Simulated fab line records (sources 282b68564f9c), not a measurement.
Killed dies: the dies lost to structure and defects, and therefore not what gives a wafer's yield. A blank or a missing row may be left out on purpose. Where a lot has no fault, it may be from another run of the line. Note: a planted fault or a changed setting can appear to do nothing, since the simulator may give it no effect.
A lot that was struck, set against a sound lot | flow rit cmos | 15 steps out of a route of 202
Sound: the wafers L699.1, L699.4, L699.5. The struck wafers were L703.3, L703.4, L703.6. Last of all comes the cause.
Order at every step that has rows: each side's tool, ch and its chambers, its first start. Under that, the readings that differ: sound wafers | struck wafers | difference of the means | sigmas: that difference in standard deviations of wafers without a fault.
alike: words and numbers the same on both sides, and readings whose means are apart by under 2 such deviations; not compared: readings that were withheld, readings missing a value for some wafer, numbers with overlapping values and no deviation given by the record, and bounds like >300 which may hide the same value.
The two part at a step that has a row with sigmas, a row that says differs or no value, or rows on one side only. Numbers that have no deviation but don't overlap get no sigmas and don't part them. Lack of a reading on every wafer of one side parts them only where that side has two or more wafers.

RIT_GATE_THK_MEAS_07:
  sound on film metro-04, day 4 12:45; struck on film metro-01, day 5 07:22
  alike: GATE_OXIDE_THK
then, 1 step without rows for these wafers: RIT_GATE_CVD_08 (deposits poly-Si from SiH4, target thk 250 nm, time 2220 s).
RIT_GATE_THK_MEAS_09:
  sound on film metro-04, day 4 14:25; struck on film metro-01, day 5 09:16
  alike: GATE_POLY_THK
then, 6 steps without rows for these wafers: RIT_GATE_HMDS_10 (prime time 60 s); RIT_GATE_COAT_11 (resist thk 850 nm); RIT_GATE_SOFTBAKE_12 (time 60 s); RIT_GATE_EXPOSE_13 (exposes mask M6, target cd 150 nm); RIT_GATE_PEB_14; RIT_GATE_DEVELOP_15 (develop time 50 s).
RIT_GATE_CD_MEAS_16 targets a cd of 150 nm.
  sound on cd sem-02, day 4 15:29; struck on cd sem-01, day 5 10:18
  alike: cd nm
RIT_GATE_OVL_MEAS_17:
  sound on overlay-01, day 4 15:37; struck on overlay-02, day 5 10:23
  alike: GATE_OVL
then, 1 step without rows for these wafers: RIT_GATE_HARDBAKE_18 (time 60 s).
RIT_GATE_ETCH_19: etches poly-Si in SF6/CHF3/O2, stops on SiO2, time 165 s, target depth 312.5 nm.
  sound on rie si-01 ch 0,1,2, day 4 15:48; struck on rie si-01 ch 1,2, day 5 10:47
  reading                                   | sound             | struck            | difference | sigmas
  oes product au (a.u.)                     | 0.834 0.823 0.829 | 0.778 0.781 0.778 | -0.050     | -5
  run length s (s)                          | 193.2 192.5 193.3 | 209.7 210.5 210.1 | +17.1      | +53
  model.NOVOLAK_of_GATE_COAT_11.thk nm (nm) | 669.9 670 673.3   | 662.2 661.7 662.2 | -9.0       |
  alike: chamber pressure mTorr, drypump motor current A, throttle valve pct
  not compared: rf hours counter h
RIT_GATE_STRIP_20: strips in O2, time 180 s.
  sound on plasma asher-02 ch 0,1, day 4 15:55; struck on plasma asher-04 ch 0,1, day 5 10:57
  alike: chamber pressure mTorr, drypump motor current A
  not compared: rf hours counter h
RIT_M1_PROBE_99:
  sound on prober-01, day 5 13:17; struck on prober-02, day 6 07:11
  reading            | sound | struck | difference | sigmas
  killed at contacts | 0 0 1 | 0 0 0  | +0         | -2
  alike: killed at front end, killed dies, killed open, killed short

WHERE THEY PART
Last at RIT_M1_PROBE_99 as far as this record goes, first at RIT_GATE_ETCH_19.

WHY: what the simulator had put in
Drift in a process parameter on rie si-01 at RIT_GATE_ETCH_19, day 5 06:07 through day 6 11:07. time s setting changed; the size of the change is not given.
